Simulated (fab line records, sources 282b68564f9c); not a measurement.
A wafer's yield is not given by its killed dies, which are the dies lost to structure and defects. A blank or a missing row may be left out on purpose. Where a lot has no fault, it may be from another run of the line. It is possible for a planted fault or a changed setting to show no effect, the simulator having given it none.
fab line records -- flow ritCmos
record lots=6, wafers=18, lastDay=8
route steps=202 shown REOX@99 NLDD@103 PLDD@114 SPACER@125 NSD@131 M1@202
lots with no fault: from the same line, run without faults
startH: hours from the record's first day to the start of the lot's first wafer shown -- waitH: hours since the lot's step before -- " identical to the entry in the row above -- L1.1+2: a row that stands for several wafers -- - either no value or no given start -- * or withheld: withheld -- < > ~ a bound
route shown NAME@n: names a module that has steps shown in the file, with the first one's number in the route -- usual: average and standard deviation across the fault-free wafers -- same: alike in all rows -- chamber/n: place in a boat -- sites: readings site by site -- _std_site: how widely they spread, as a standard deviation -- _edge_site: outer sites' mean less inner sites' -- radiusMm: for every site, how far away it sits from the centre of the wafer -- mask NAME#n: copy n -- behind: the last tool/chamber to shape the wafer -- hold: why the lot went on hold/how many hours it stayed there/how the hold came to an end -- device: the n, p or np transistor that did not switch -- end of line: the route-end tests of the same wafers -- for a step that has no rows: nothing shown but its recipe -- killed: the dies lost at the first sort to structure and to defects; this is not the yield of the wafer -- map: a wafer's dies, x killed, . not, _ none there
set.NAME: the setting as run; set.NAME@STEP: as run at that earlier step -- model.NAME: the simulator's own value behind a step, which no gauge read
lots at some steps of the route; a table a step, a row a wafer
services: when a tool's chamber went out of use (startH, in hours from the record's first day, below 0 if earlier), for how many hours, and the reason
## steps
# step RIT_REOX_CLEAN_01
# recipe chemistry=dHF, dilution=50:1, timeS=30
# step RIT_REOX_CLEAN_02
# recipe chemistry=SC2, mix=3:3:50, timeS=600, tempC=75, dry=n2Spin
# step RIT_REOX_OXIDATION_03
# recipe tempC=900, ambient=O2, targetThkA=252, oxTimeS=5580
# step RIT_REOX_THK_MEAS_04
# recipe reads=SiO2_of_REOX_OXIDATION_03
# usual REOX_OXIDE_THK=25.3/0.42
lot.wafer,tool,chamber,startH,waitH,REOX_OXIDE_THK[nm]
L504.1,filmMetro-02,-,43.24,0.0,25.7
L504.2,filmMetro-02,-,43.24,0.0,25.5
L504.6,filmMetro-02,-,43.24,0.0,25.7
L507.1,filmMetro-03,-,60.03,0.0,25.5
L507.3,filmMetro-03,-,60.03,0.0,25.5
L507.5,filmMetro-03,-,60.03,0.0,25.7
L515.3,filmMetro-02,-,97.54,0.0,25.4
L515.4,filmMetro-02,-,97.54,0.0,25.6
L515.5,filmMetro-02,-,97.54,0.0,25.5
L516.2,filmMetro-02,-,104.24,0.0,25.0
L516.3,filmMetro-02,-,104.24,0.0,25.1
L516.5,filmMetro-02,-,104.24,0.0,25.3
L526.2,filmMetro-03,-,157.01,0.0,25.7
L526.4,filmMetro-03,-,157.01,0.0,25.7
L526.6,filmMetro-03,-,157.01,0.0,25.7
L527.2,filmMetro-02,-,165.51,0.0,25.0
L527.5,filmMetro-02,-,165.51,0.0,25.1
L527.6,filmMetro-02,-,165.51,0.0,24.4
# step RIT_NLDD_HMDS_00
# recipe primeTimeS=60, primeTempC=140
# step RIT_NLDD_COAT_01
# recipe resist=NOVOLAK, spinRpm=3250, resistThkNm=1000
# step RIT_NLDD_SOFTBAKE_02
# recipe resist=NOVOLAK, tempC=90, timeS=60
# step RIT_NLDD_EXPOSE_03
# recipe maskId=M7, na=0.57, targetCdNm=40700, doseMj=250
# step RIT_NLDD_PEB_04
# recipe resist=NOVOLAK, tempC=withheld, timeS=withheld
# step RIT_NLDD_DEVELOP_05
# recipe resist=NOVOLAK, developTimeS=50, devTempC=23
# step RIT_NLDD_OVL_MEAS_06
# usual NLDD_OVL=-1.8/1.2
lot.wafer,tool,chamber,startH,waitH,NLDD_OVL[nm]
L504.1,overlay-01,-,44.15,-,-1.9
L504.2,overlay-01,-,44.15,-,-4.1
L504.6,overlay-01,-,44.15,-,-2.0
L507.1,overlay-01,-,60.94,-,-2.7
L507.3,overlay-01,-,60.94,-,-1.3
L507.5,overlay-01,-,60.94,-,-1.6
L515.3,overlay-02,-,98.57,-,-1.9
L515.4,overlay-02,-,98.57,-,-1.2
L515.5,overlay-02,-,98.57,-,-1.3
L516.2,overlay-02,-,105.26,-,-2.6
L516.3,overlay-02,-,105.26,-,-1.5
L516.5,overlay-02,-,105.26,-,-0.5
L526.2,overlay-02,-,157.99,-,-2.0
L526.4,overlay-02,-,157.99,-,-2.7
L526.6,overlay-02,-,157.99,-,-2.8
L527.2,overlay-02,-,166.54,-,-2.1
L527.5,overlay-02,-,166.54,-,-0.3
L527.6,overlay-02,-,166.54,-,-2.0
# step RIT_NLDD_HARDBAKE_07
# recipe resist=NOVOLAK, tempC=140, timeS=60
# step RIT_NLDD_IMPLANT_08
# recipe species=P, energyKev=20, doseCm2=4.909e+14, tiltDeg=7
# usual beamEnergyKeV=20.001/0.0057, beamOnS=30.3/1.9, faradayCurrentUA=516/32
lot.wafer,tool,chamber,startH,waitH,beamEnergyKeV,beamOnS,faradayCurrentUA,model.implant.rpNm,model.implant.drpNm
L504.1,implanter-03,0,44.33,0.1,20.002,31.6,492,27.72,12.97
L504.2,implanter-03,0,44.33,0.1,19.996,31.6,489,27.72,12.97
L504.6,implanter-03,0,44.33,0.1,20.001,32.4,475,27.72,12.97
L507.1,implanter-02,0,61.13,0.1,19.994,28.8,539,27.46,12.97
L507.3,implanter-02,0,61.13,0.1,19.999,28.5,550,27.46,12.97
L507.5,implanter-02,0,61.13,0.1,20.003,29.1,536,27.46,12.97
L515.3,implanter-03,0,98.80,0.1,26.010,22.1,704,33.53,15.19
L515.4,implanter-03,0,98.80,0.1,26.001,22.6,688,33.53,15.19
L515.5,implanter-03,0,98.80,0.1,26.006,21.8,717,33.53,15.19
L516.2,implanter-03,0,105.46,0.1,26.012,21.5,723,33.35,15.19
L516.3,implanter-03,0,105.46,0.1,26.003,21.5,725,33.35,15.19
L516.5,implanter-03,0,105.46,0.1,26.003,21.7,715,33.35,15.19
L526.2,implanter-01,0,158.19,0.1,20.002,28.8,539,28.02,12.97
L526.4,implanter-01,0,158.19,0.1,20.003,28.3,551,28.02,12.97
L526.6,implanter-01,0,158.19,0.1,20.005,28.9,537,28.02,12.97
L527.2,implanter-01,0,166.74,0.1,19.993,28.8,541,28.76,12.97
L527.5,implanter-01,0,166.74,0.1,19.990,29.0,539,28.76,12.97
L527.6,implanter-01,0,166.74,0.1,20.003,28.7,544,28.76,12.97
# step RIT_NLDD_STRIP_09
# recipe chemistry=O2, timeS=180, resist=NOVOLAK, platenTempC=withheld, powerW=500, pressureMtorr=4000, o2FlowSccm=4000
# usual chamberPressureMTorr=4000/3.9, drypumpMotorCurrentA=5.8/0.61
lot.wafer,tool,chamber,startH,waitH,chamberPressureMTorr,drypumpMotorCurrentA,rfHoursCounterH
L504.1,plasmaAsher-01,1,44.48,0.1,4006,6.5,42
L504.2,plasmaAsher-01,0,44.48,0.1,3998,5.6,42
L504.6,plasmaAsher-01,1,44.48,0.1,4003,6.5,-
L507.1,plasmaAsher-01,1,61.28,0.1,4000,6.5,44
L507.3,plasmaAsher-01,0,61.28,0.1,4005,5.5,-
L507.5,plasmaAsher-01,0,61.28,0.1,4002,5.6,-
L515.3,plasmaAsher-01,1,98.96,0.1,4008,6.5,-
L515.4,plasmaAsher-01,0,98.96,0.1,4004,5.6,-
L515.5,plasmaAsher-01,1,98.96,0.1,4004,6.5,-
L516.2,plasmaAsher-02,1,105.59,0.1,3993,4.8,43
L516.3,plasmaAsher-02,1,105.59,0.1,4002,4.8,-
L516.5,plasmaAsher-02,0,105.59,0.1,4001,5.9,-
L526.2,plasmaAsher-01,0,158.32,0.1,3999,5.5,55
L526.4,plasmaAsher-01,0,158.32,0.1,4002,5.6,-
L526.6,plasmaAsher-01,1,158.32,0.1,4003,6.5,-
L527.2,plasmaAsher-02,1,166.87,0.1,3998,4.8,5
L527.5,plasmaAsher-02,0,166.87,0.1,4003,5.9,-
L527.6,plasmaAsher-02,1,166.87,0.1,4003,4.8,-
# step RIT_NLDD_TW_MEAS_10
# usual NLDD_TW=2481/19
lot.wafer,tool,chamber,startH,waitH,NLDD_TW
L504.1,filmMetro-02,-,44.66,0.1,2505
L504.2,filmMetro-02,-,44.66,0.1,2505
L504.6,filmMetro-02,-,44.66,0.1,2498
L507.1,filmMetro-04,-,61.45,0.1,2469
L507.3,filmMetro-04,-,61.45,0.1,2451
L507.5,filmMetro-04,-,61.45,0.1,2463
L515.3,filmMetro-02,-,99.09,0.1,2689
L515.4,filmMetro-02,-,99.09,0.1,2682
L515.5,filmMetro-02,-,99.09,0.1,2693
L516.2,filmMetro-02,-,105.77,0.1,2694
L516.3,filmMetro-02,-,105.77,0.1,2695
L516.5,filmMetro-02,-,105.77,0.1,2717
L526.2,filmMetro-04,-,158.50,0.1,2459
L526.4,filmMetro-04,-,158.50,0.1,2444
L526.6,filmMetro-04,-,158.50,0.1,2451
L527.2,filmMetro-04,-,167.05,0.1,2456
L527.5,filmMetro-04,-,167.05,0.1,2470
L527.6,filmMetro-04,-,167.05,0.1,2461
# step RIT_PLDD_HMDS_00
# recipe primeTimeS=60, primeTempC=140
# step RIT_PLDD_COAT_01
# recipe resist=NOVOLAK, spinRpm=3250, resistThkNm=981.8
# step RIT_PLDD_SOFTBAKE_02
# recipe resist=NOVOLAK, tempC=90, timeS=60
# step RIT_PLDD_EXPOSE_03
# recipe maskId=M8, na=0.57, targetCdNm=40900, doseMj=250
# step RIT_PLDD_PEB_04
# recipe resist=NOVOLAK, tempC=withheld, timeS=withheld
# step RIT_PLDD_DEVELOP_05
# recipe resist=NOVOLAK, developTimeS=50, devTempC=23
# step RIT_PLDD_OVL_MEAS_06
# usual PLDD_OVL=-0.4/1.3
lot.wafer,tool,chamber,startH,waitH,PLDD_OVL[nm]
L504.1,overlay-01,-,45.69,-,0.6
L504.2,overlay-01,-,45.69,-,1.6
L504.6,overlay-01,-,45.69,-,2.1
L507.1,overlay-02,-,62.49,-,-1.9
L507.3,overlay-02,-,62.49,-,-0.1
L507.5,overlay-02,-,62.49,-,-0.1
L515.3,overlay-01,-,100.12,-,-1.4
L515.4,overlay-01,-,100.12,-,-2.7
L515.5,overlay-01,-,100.12,-,-1.1
L516.2,overlay-02,-,106.68,-,-0.6
L516.3,overlay-02,-,106.68,-,-1.2
L516.5,overlay-02,-,106.68,-,2.2
L526.2,overlay-01,-,159.68,-,1.5
L526.4,overlay-01,-,159.68,-,0.2
L526.6,overlay-01,-,159.68,-,0.7
L527.2,overlay-01,-,167.96,-,0.5
L527.5,overlay-01,-,167.96,-,-1.1
L527.6,overlay-01,-,167.96,-,-1.3
# step RIT_PLDD_HARDBAKE_07
# recipe resist=NOVOLAK, tempC=140, timeS=60
# step RIT_PLDD_IMPLANT_08
# recipe species=BF2, energyKev=20, doseCm2=9e+14, tiltDeg=7
# step RIT_PLDD_STRIP_09
# recipe chemistry=O2, timeS=180, resist=NOVOLAK, platenTempC=withheld, powerW=500, pressureMtorr=4000, o2FlowSccm=4000
# usual chamberPressureMTorr=4000/3.4, drypumpMotorCurrentA=6.0/0.58
lot.wafer,tool,chamber,startH,waitH,chamberPressureMTorr,drypumpMotorCurrentA,rfHoursCounterH
L504.1,plasmaAsher-01,0,46.03,0.1,4004,5.5,42
L504.2,plasmaAsher-01,1,46.03,0.1,4000,6.5,42
L504.6,plasmaAsher-01,1,46.03,0.1,3994,6.5,-
L507.1,plasmaAsher-01,1,62.82,0.1,3995,6.5,44
L507.3,plasmaAsher-01,1,62.82,0.1,4000,6.5,-
L507.5,plasmaAsher-01,1,62.82,0.1,3996,6.5,-
L515.3,plasmaAsher-01,1,100.50,0.1,4005,6.5,-
L515.4,plasmaAsher-01,0,100.50,0.1,4004,5.5,-
L515.5,plasmaAsher-01,0,100.50,0.1,4006,5.5,-
L516.2,plasmaAsher-02,0,107.01,0.1,4003,5.9,43
L516.3,plasmaAsher-02,0,107.01,0.1,4001,5.9,-
L516.5,plasmaAsher-02,0,107.01,0.1,3997,5.9,-
L526.2,plasmaAsher-03,1,160.01,0.1,3996,6.6,52
L526.4,plasmaAsher-03,1,160.01,0.1,4005,6.6,-
L526.6,plasmaAsher-03,0,160.01,0.1,3996,6.2,-
L527.2,plasmaAsher-03,1,168.29,0.1,4003,6.5,53
L527.5,plasmaAsher-03,1,168.29,0.1,3999,6.6,-
L527.6,plasmaAsher-03,0,168.29,0.1,3995,6.2,-
# step RIT_PLDD_TW_MEAS_10
# usual PLDD_TW=2350/20
lot.wafer,tool,chamber,startH,waitH,PLDD_TW
L504.1,filmMetro-01,-,46.20,0.1,2352
L504.2,filmMetro-01,-,46.20,0.1,2341
L504.6,filmMetro-01,-,46.20,0.1,2334
L507.1,filmMetro-02,-,63.00,0.1,2357
L507.3,filmMetro-02,-,63.00,0.1,2378
L507.5,filmMetro-02,-,63.00,0.1,2375
L515.3,filmMetro-01,-,100.64,0.1,2349
L515.4,filmMetro-01,-,100.64,0.1,2359
L515.5,filmMetro-01,-,100.64,0.1,2345
L516.2,filmMetro-02,-,107.20,0.1,2366
L516.3,filmMetro-02,-,107.20,0.1,2362
L516.5,filmMetro-02,-,107.20,0.1,2358
L526.2,filmMetro-04,-,160.20,0.1,2332
L526.4,filmMetro-04,-,160.20,0.1,2331
L526.6,filmMetro-04,-,160.20,0.1,2320
L527.2,filmMetro-02,-,168.47,0.1,2365
L527.5,filmMetro-02,-,168.47,0.1,2365
L527.6,filmMetro-02,-,168.47,0.1,2377
# step RIT_SPACER_CLEAN_00
# recipe chemistry=SC1, mix=3:3:50, timeS=600, tempC=75
# step RIT_SPACER_CLEAN_01
# recipe chemistry=dHF, dilution=50:1, timeS=30
# step RIT_SPACER_CLEAN_02
# recipe chemistry=SC2, mix=3:3:50, timeS=600, tempC=75, dry=n2Spin
# step RIT_SPACER_CVD_03
# recipe material=Si3N4, targetThkNm=250, tempC=810, precursor=SiH2Cl2/NH3, timeS=3300, pressureMtorr=300, sih2cl2FlowSccm=60, nh3FlowSccm=150
# step RIT_SPACER_THK_MEAS_04
# recipe reads=Si3N4_of_SPACER_CVD_03
# usual SPACER_NITRIDE_THK=250.0/2.6
lot.wafer,tool,chamber,startH,waitH,SPACER_NITRIDE_THK[nm]
L504.1,filmMetro-01,-,48.55,0.0,250.6
L504.2,filmMetro-01,-,48.55,0.0,253.0
L504.6,filmMetro-01,-,48.55,0.0,251.5
L507.1,filmMetro-01,-,66.30,0.0,252.6
L507.3,filmMetro-01,-,66.30,0.0,251.1
L507.5,filmMetro-01,-,66.30,0.0,252.2
L515.3,filmMetro-03,-,103.00,0.0,252.7
L515.4,filmMetro-03,-,103.00,0.0,250.5
L515.5,filmMetro-03,-,103.00,0.0,249.8
L516.2,filmMetro-03,-,109.54,0.0,249.5
L516.3,filmMetro-03,-,109.54,0.0,245.9
L516.5,filmMetro-03,-,109.54,0.0,249.1
L526.2,filmMetro-04,-,162.54,0.0,252.8
L526.4,filmMetro-04,-,162.54,0.0,254.3
L526.6,filmMetro-04,-,162.54,0.0,253.2
L527.2,filmMetro-03,-,170.85,0.0,250.2
L527.5,filmMetro-03,-,170.85,0.0,251.2
L527.6,filmMetro-03,-,170.85,0.0,252.5
# step RIT_SPACER_ETCHBACK_05
# recipe targetDepthA=2500, SF6_flow_sccm=30, CHF3_flow_sccm=30, target=Si3N4, chemistry=SF6/CHF3, pressureMtorr=40, rfW=241.6, timeS=240, stopOn=SiO2
# usual CHF3_flow_sccm=29.99/0.09, chamberPressureMTorr=40.00/0.037, drypumpMotorCurrentA=5.5/0.53, oesProductAu=0.840/0.017, throttleValvePct=10.26/0.14
lot.wafer,tool,chamber,startH,waitH,CHF3_flow_sccm,chamberPressureMTorr,drypumpMotorCurrentA,oesProductAu,rfHoursCounterH,throttleValvePct
L504.1,rieDiel-01,2,48.61,0.1,30.04,39.98,5.2,0.844,139,10.29
L504.2,rieDiel-01,3,48.61,0.1,30.04,39.94,6.3,0.843,4,10.11
L504.6,rieDiel-01,0,48.61,0.1,29.95,39.97,4.9,0.838,-,10.36
L507.1,rieDiel-02,1,66.36,0.1,29.85,39.96,5.9,0.871,79,10.34
L507.3,rieDiel-02,2,66.36,0.1,30.11,40.04,4.7,0.869,135,10.47
L507.5,rieDiel-02,2,66.36,0.1,30.07,40.07,4.6,0.869,-,10.48
L515.3,rieDiel-01,0,103.04,0.0,29.91,39.93,4.8,0.834,32,10.34
L515.4,rieDiel-01,2,103.04,0.0,30.05,39.93,5.2,0.849,140,10.31
L515.5,rieDiel-01,3,103.04,0.0,30.09,40.02,6.4,0.832,-,10.10
L516.2,rieDiel-02,0,109.59,0.0,30.05,39.97,5.6,0.827,147,10.06
L516.3,rieDiel-02,2,109.59,0.0,29.95,40.01,4.6,0.852,136,10.46
L516.5,rieDiel-02,0,109.59,0.0,29.89,39.98,5.6,0.827,-,10.04
L526.2,rieDiel-02,0,162.59,0.0,29.92,40.02,5.6,0.832,148,10.06
L526.4,rieDiel-02,2,162.59,0.0,30.04,40.07,4.6,0.872,-,10.48
L526.6,rieDiel-02,0,162.59,0.0,29.89,40.09,5.6,0.832,-,10.05
L527.2,rieDiel-04,3,170.90,0.0,29.99,39.99,4.8,0.813,73,10.46
L527.5,rieDiel-04,2,170.90,0.0,30.10,39.97,6.2,0.856,-,10.38
L527.6,rieDiel-04,1,170.90,0.0,30.01,40.05,5.7,0.834,-,10.16
# step RIT_NSD_HMDS_00
# recipe primeTimeS=60, primeTempC=140
# step RIT_NSD_COAT_01
# recipe resist=NOVOLAK, spinRpm=3250, resistThkNm=1000
# step RIT_NSD_SOFTBAKE_02
# recipe resist=NOVOLAK, tempC=90, timeS=60
# step RIT_NSD_EXPOSE_03
# recipe maskId=M9, na=0.57, targetCdNm=40700, doseMj=250
# step RIT_NSD_PEB_04
# recipe resist=NOVOLAK, tempC=withheld, timeS=withheld
# step RIT_NSD_DEVELOP_05
# recipe resist=NOVOLAK, developTimeS=50, devTempC=23
# step RIT_NSD_OVL_MEAS_06
# usual NSD_OVL=0.2/1.3
lot.wafer,tool,chamber,startH,waitH,NSD_OVL[nm]
L504.1,overlay-01,-,49.61,-,0.2
L504.2,overlay-01,-,49.61,-,-0.4
L504.6,overlay-01,-,49.61,-,1.0
L507.1,overlay-02,-,67.36,-,1.4
L507.3,overlay-02,-,67.36,-,2.2
L507.5,overlay-02,-,67.36,-,1.2
L515.3,overlay-01,-,104.27,-,-0.3
L515.4,overlay-01,-,104.27,-,-1.5
L515.5,overlay-01,-,104.27,-,0.3
L516.2,overlay-02,-,110.59,-,0.6
L516.3,overlay-02,-,110.59,-,1.3
L516.5,overlay-02,-,110.59,-,0.2
L526.2,overlay-01,-,163.60,-,0.4
L526.4,overlay-01,-,163.60,-,0.6
L526.6,overlay-01,-,163.60,-,-0.7
L527.2,overlay-02,-,172.03,-,2.0
L527.5,overlay-02,-,172.03,-,0.6
L527.6,overlay-02,-,172.03,-,1.4
# step RIT_NSD_HARDBAKE_07
# recipe resist=NOVOLAK, tempC=140, timeS=60
# step RIT_NSD_IMPLANT_08
# recipe species=P, energyKev=25, doseCm2=1e+15, tiltDeg=7
# step RIT_NSD_STRIP_09
# recipe chemistry=O2, timeS=180, resist=NOVOLAK, platenTempC=withheld, powerW=500, pressureMtorr=4000, o2FlowSccm=4000
# usual chamberPressureMTorr=4000/3.5, drypumpMotorCurrentA=6.0/0.55
lot.wafer,tool,chamber,startH,waitH,chamberPressureMTorr,drypumpMotorCurrentA,rfHoursCounterH
L504.1,plasmaAsher-03,1,49.94,0.1,4004,6.5,42
L504.2,plasmaAsher-03,0,49.94,0.1,4006,6.2,42
L504.6,plasmaAsher-03,0,49.94,0.1,4003,6.2,-
L507.1,plasmaAsher-03,0,67.70,0.1,3998,6.2,43
L507.3,plasmaAsher-03,1,67.70,0.1,4003,6.5,-
L507.5,plasmaAsher-03,1,67.70,0.1,4001,6.5,-
L515.3,plasmaAsher-02,0,104.65,0.1,4001,5.9,-
L515.4,plasmaAsher-02,1,104.65,0.1,3998,4.8,-
L515.5,plasmaAsher-02,0,104.65,0.1,4000,5.9,-
L516.2,plasmaAsher-04,1,110.92,0.1,4001,5.3,33
L516.3,plasmaAsher-04,1,110.92,0.1,4001,5.3,-
L516.5,plasmaAsher-04,1,110.92,0.1,3999,5.3,-
L526.2,plasmaAsher-03,0,163.93,0.1,3997,6.2,53
L526.4,plasmaAsher-03,0,163.93,0.1,3994,6.2,-
L526.6,plasmaAsher-03,1,163.93,0.1,3998,6.5,-
L527.2,plasmaAsher-03,1,172.36,0.1,4005,6.5,54
L527.5,plasmaAsher-03,1,172.36,0.1,3998,6.5,-
L527.6,plasmaAsher-03,0,172.36,0.1,4004,6.2,-
# step RIT_SDANNEAL_RS_MEAS_07
# recipe thkMeasGauge=four-point-probe
# usual NLDD_RS=153.8/0.55
lot.wafer,tool,chamber,startH,waitH,NLDD_RS[ohm/sq]
L504.1,filmMetro-01,-,52.47,0.1,153.6
L504.2,filmMetro-01,-,52.47,0.1,154.1
L504.6,filmMetro-01,-,52.47,0.1,154.0
L507.1,filmMetro-04,-,70.14,0.1,152.9
L507.3,filmMetro-04,-,70.14,0.1,153.1
L507.5,filmMetro-04,-,70.14,0.1,153.3
L515.3,filmMetro-01,-,107.27,0.1,149.3
L515.4,filmMetro-01,-,107.27,0.1,149.4
L515.5,filmMetro-01,-,107.27,0.1,149.5
L516.2,filmMetro-02,-,113.63,0.1,149.3
L516.3,filmMetro-02,-,113.63,0.1,148.9
L516.5,filmMetro-02,-,113.63,0.1,149.1
L526.2,filmMetro-02,-,166.42,0.1,153.6
L526.4,filmMetro-02,-,166.42,0.1,153.4
L526.6,filmMetro-02,-,166.42,0.1,153.7
L527.2,filmMetro-04,-,174.82,0.1,152.8
L527.5,filmMetro-04,-,174.82,0.1,153.4
L527.6,filmMetro-04,-,174.82,0.1,153.4
# step RIT_M1_PROBE_99
# usual killedAtContacts=0.1/0.3, killedAtFrontEnd=7/3.4, killedDies=7/3.4, killedOpen=3.6/2.1, killedShort=3.5/2.1
# same grossDies=264, killed_at_M0_to_M3=0, killed_at_M4_up=0, killedAtBackSide=0, killedAtOther=0
lot.wafer,tool,chamber,startH,waitH,killedAtContacts,killedAtFrontEnd,killedDies,killedOpen,killedShort,model.etest.nldd.rsOhmSq,model.etest.nmos_0p15.rOnOhmUm,model.etest.nldd.lineOhmUm,model.etest.nmosTurned.isubLog10AUm,model.etest.gateEndArray.leakLog10AUm,model.etest.nmos_0p3.offLog10AUm,model.etest.diodeNplusPwell.bvV,model.etest.nmos_0p15.isubLog10AUm
L504.1,prober-01,-,59.47,0.1,0,7,7,5,2,397.4,1167,128.1,-7.239,-12.97,-13.14,6.025,-6.965
L504.2,prober-01,-,59.52,0.1,0,5,5,3,2,395.5,1153,127.5,-7.237,-12.92,-12.96,5.96,-6.949
L504.6,prober-01,-,59.72,0.2,0,3,3,0,3,400.4,1152,126.5,-7.231,-12.93,-13.04,5.986,-6.945
L507.1,prober-02,-,77.34,0.1,0,5,5,3,2,399.3,1156,128.4,-7.245,-12.85,-13.08,5.947,-6.98
L507.3,prober-02,-,77.44,0.2,2,3,5,2,3,398.8,1199,126.3,-7.207,-13.01,-13.14,5.897,-6.984
L507.5,prober-02,-,77.54,0.2,0,1,1,0,1,403,1200,128.9,-7.252,-12.92,-13.01,5.98,-7.007
L515.3,prober-02,-,118.83,0.2,0,13,13,6,7,300.1,1050,94.15,-6.937,-13,-13.3,6.124,-6.825
L515.4,prober-02,-,118.88,0.2,0,4,4,3,1,303.1,1081,95.69,-7.096,-12.99,-13.25,6.097,-6.925
L515.5,prober-02,-,118.93,0.2,0,9,9,7,2,301.9,1071,96.71,-7.054,-13.1,-13.32,6.108,-6.91
L516.2,prober-01,-,121.25,0.1,0,10,10,6,4,299.1,1097,95.3,-7.079,-12.86,-13.07,6.035,-6.878
L516.3,prober-01,-,121.30,0.2,0,10,10,3,7,298.8,1131,94.62,-7.057,-12.91,-13.09,6.046,-6.962
L516.5,prober-01,-,121.40,0.2,0,8,8,6,2,299.1,1111,95.27,-7.054,-13.09,-13.31,5.989,-6.953
L526.2,prober-02,-,173.33,0.1,0,5,5,2,3,390.7,1155,125.8,-7.325,-12.91,-13,6.004,-6.947
L526.4,prober-02,-,173.43,0.2,0,10,10,3,7,392.2,1186,127,-7.195,-12.94,-13.08,5.998,-6.988
L526.6,prober-02,-,173.53,0.2,0,8,8,3,5,392.4,1159,125.3,-7.26,-12.81,-13.05,5.985,-6.946
L527.2,prober-01,-,182.00,0.1,0,9,9,4,5,360.3,1150,119,-7.168,-12.85,-13.08,5.939,-6.97
L527.5,prober-01,-,182.15,0.2,0,6,6,2,4,365.8,1095,117.4,-7.111,-12.92,-13.21,5.976,-6.994
L527.6,prober-01,-,182.20,0.2,0,7,7,5,2,355.2,1118,113.1,-7.122,-12.94,-13.11,5.987,-6.899
# killed by level:class
L504.1 SPACER:geometricParticle:open=3 SPACER:geometricParticle:short=2 GATE:geometricParticle:open=1 SILICIDE:geometricParticle:open=1
L504.2 GATE:geometricParticle:open=2 GATE:geometricParticle:short=1 REOX:geometricParticle:short=1 SPACER:geometricParticle:open=1
L504.6 GATE:geometricParticle:short=1 SPACER:geometricParticle:short=1 SILICIDE:geometricParticle:short=1
L507.1 FOX1:geometricParticle:open=2 FOX2:geometricParticle:short=1 REOX:geometricParticle:short=1 SILICIDE:geometricParticle:open=1
L507.3 FOX1:geometricParticle:open=1 GATE:geometricParticle:short=1 REOX:geometricParticle:short=1 CONTACT:geometricParticle:open=1 CONTACT:geometricParticle:short=1
L507.5 SPACER:geometricParticle:short=1
L515.3 GATE:geometricParticle:open=4 GATE:geometricParticle:short=4 FOX1:geometricParticle:open=2 FOX1:geometricParticle:short=1 SPACER:geometricParticle:short=1 SILICIDE:geometricParticle:short=1
L515.4 FOX1:geometricParticle:open=2 FOX1:geometricParticle:short=1 GATE:geometricParticle:open=1
L515.5 GATE:geometricParticle:open=4 GATE:geometricParticle:short=2 SILICIDE:geometricParticle:open=2 FOX2:geometricParticle:open=1
L516.2 REOX:geometricParticle:short=3 SPACER:geometricParticle:open=3 REOX:geometricParticle:open=2 GATE:geometricParticle:open=1 GATE:geometricParticle:short=1
L516.3 GATE:geometricParticle:short=5 SILICIDE:geometricParticle:open=2 FOX1:geometricParticle:short=1 GATE:geometricParticle:open=1 SPACER:geometricParticle:short=1
L516.5 GATE:geometricParticle:open=2 SILICIDE:geometricParticle:open=2 FOX2:geometricParticle:open=1 FOX2:geometricParticle:short=1 REOX:geometricParticle:open=1 REOX:geometricParticle:short=1
L526.2 FOX1:geometricParticle:short=1 FOX2:geometricParticle:open=1 GATE:geometricParticle:short=1 GATE:geometricParticle:open=1 SPACER:geometricParticle:short=1
L526.4 GATE:geometricParticle:short=3 FOX1:geometricParticle:short=2 REOX:geometricParticle:short=2 FOX1:geometricParticle:open=1 GATE:geometricParticle:open=1 SPACER:geometricParticle:open=1
L526.6 FOX2:geometricParticle:short=2 GATE:geometricParticle:short=2 REOX:geometricParticle:open=2 FOX1:geometricParticle:open=1 SPACER:geometricParticle:short=1
L527.2 FOX1:geometricParticle:short=3 GATE:geometricParticle:open=2 FOX1:geometricParticle:open=1 GATE:geometricParticle:short=1 SPACER:geometricParticle:short=1 SILICIDE:geometricParticle:open=1
L527.5 SILICIDE:geometricParticle:short=2 FOX1:geometricParticle:open=1 FOX2:geometricParticle:short=1 GATE:geometricParticle:short=1 REOX:geometricParticle:open=1
L527.6 FOX1:geometricParticle:open=1 FOX1:geometricParticle:short=1 FOX2:geometricParticle:short=1 GATE:geometricParticle:open=1 REOX:geometricParticle:open=1 SPACER:geometricParticle:open=1 SILICIDE:geometricParticle:open=1
## services
tool,chamber,startH,hours,kind
implanter-03,-,22.46,2.4,repair
implanter-03,-,23.57,2.7,repair
plasmaAsher-04,-,28.31,5.7,repair
rieDiel-02,-,40.62,2.8,pm
rieDiel-04,1,59.89,7.6,repair
rieDiel-02,3,65.81,5.9,repair
rieDiel-04,-,66.83,0.9,repair
implanter-03,-,68.15,4.5,pm
plasmaAsher-03,-,70.37,1.0,repair
plasmaAsher-02,-,77.49,2.8,pm
plasmaAsher-03,-,93.07,7.8,repair
implanter-03,-,105.88,2.0,repair
plasmaAsher-02,-,108.75,9.0,pm
plasmaAsher-02,0,108.75,9.0,ventCycle
plasmaAsher-02,1,108.75,9.0,ventCycle
plasmaAsher-02,0,117.75,-,clean
plasmaAsher-02,1,117.75,-,clean
rieDiel-01,1,127.12,10.1,repair
rieDiel-01,1,137.20,-,clean
rieDiel-01,1,137.20,23.5,scheduledDown
rieDiel-01,1,137.20,23.5,ventCycle
plasmaAsher-01,-,141.93,2.8,pm
plasmaAsher-02,-,143.74,0.5,repair
rieDiel-04,3,145.48,5.7,repair
## key
firstSign step=RIT_NLDD_IMPLANT_08, reading=beamEnergyKeV, direction=up, sigmas=99+, usual=20.001, struck=26.006
effect step=RIT_NLDD_IMPLANT_08, reading=faradayCurrentUA, direction=up, sigmas=6.1, usual=516, struck=712
effect step=RIT_NLDD_TW_MEAS_10, reading=NLDD_TW, direction=up, sigmas=11, usual=2481, struck=2695
effect step=RIT_SDANNEAL_RS_MEAS_07, reading=NLDD_RS, direction=down, sigmas=8.2, usual=153.8, struck=149.3
modelEffect step=RIT_NLDD_IMPLANT_08, value=implant.rpNm, without=28, struck=33.44
modelEffect step=RIT_M1_PROBE_99, value=etest.nldd.rsOhmSq, without=386.4, struck=300.4
metAt RIT_NLDD_IMPLANT_08
struckWafers L515.3,L515.4,L515.5,L516.2,L516.3,L516.5
testerLeftOut L515,L516
onsetBetween 44.33 98.80
fault kind=processParameterDrift, tool=implanter-03, chamber=-, onsetH=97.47, steps=RIT_NLDD_IMPLANT_08, channel=energyKev, offset=6, shape=step, endH=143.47, actsIn=theseRecipesOnly, stated=20
# testerLeftOut: of these lots the tester's yield and bins aren't shown, on N5 and GAA mostly nor the transistor test; their killed dies are dies lost to structure and defects alone, not to doping, threshold or leakage, so they don't give the yield
